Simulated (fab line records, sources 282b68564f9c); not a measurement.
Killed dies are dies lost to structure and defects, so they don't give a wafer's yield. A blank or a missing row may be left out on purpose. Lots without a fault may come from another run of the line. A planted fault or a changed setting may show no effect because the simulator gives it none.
Chamber matching | flow rit_cmos | RIT_CONTACT_ETCH_11 on rie_diel-03: 3 sister chambers
The step etches SiO2 in CHF3/CF4/Ar, stops on TiSi2, target depth 480 nm, time 320 s. 6 wafers are shown with their chamber, then 4 later ones without.

WAFERS WITH THEIR CHAMBER
wafer  | chamber | throttle_valve_pct (%) | oes_product_au (a.u.)
L693.2 | 1       | 9.10                   | 1.008
L699.1 | 0       | 8.65                   | 0.976
L699.2 | 2       | 8.95                   | 0.989
L699.4 | 1       | 9.10                   | 1.015
L705.1 | 2       | 8.96                   | 1.003
L705.2 | 0       | 8.67                   | 0.977

WAFERS WITHOUT THEIR CHAMBER
wafer  | throttle_valve_pct (%) | oes_product_au (a.u.)
L711.1 | 8.64                   | 0.974
L711.2 | 8.97                   | 0.994
L712.2 | 8.94                   | 0.991
L712.6 | 8.97                   | 0.984

WHICH CHAMBER EACH WENT THROUGH
wafer  | from the rows above | in truth
L711.1 | 0                   | 0
L711.2 | 2                   | 2
L712.2 | 2                   | 2
L712.6 | 2                   | 2
Placed correctly: 4 of 4. Can't be placed from these rows: 0. Placed wrongly: 0.
How it was worked out, from the rows above alone: a wafer's distance from a chamber is the root of the sum, over the readings, of the square of ((its reading less the chamber's mean) divided by the reading's scatter). The wafer belongs to the nearest chamber; if the next one is less than 2 further off, it can't be placed. A chamber's mean is the mean of its shown wafers. The scatter: the root of (the sum of the squares of (reading less its chamber's mean) over the shown wafers, divided by (wafers less chambers)).
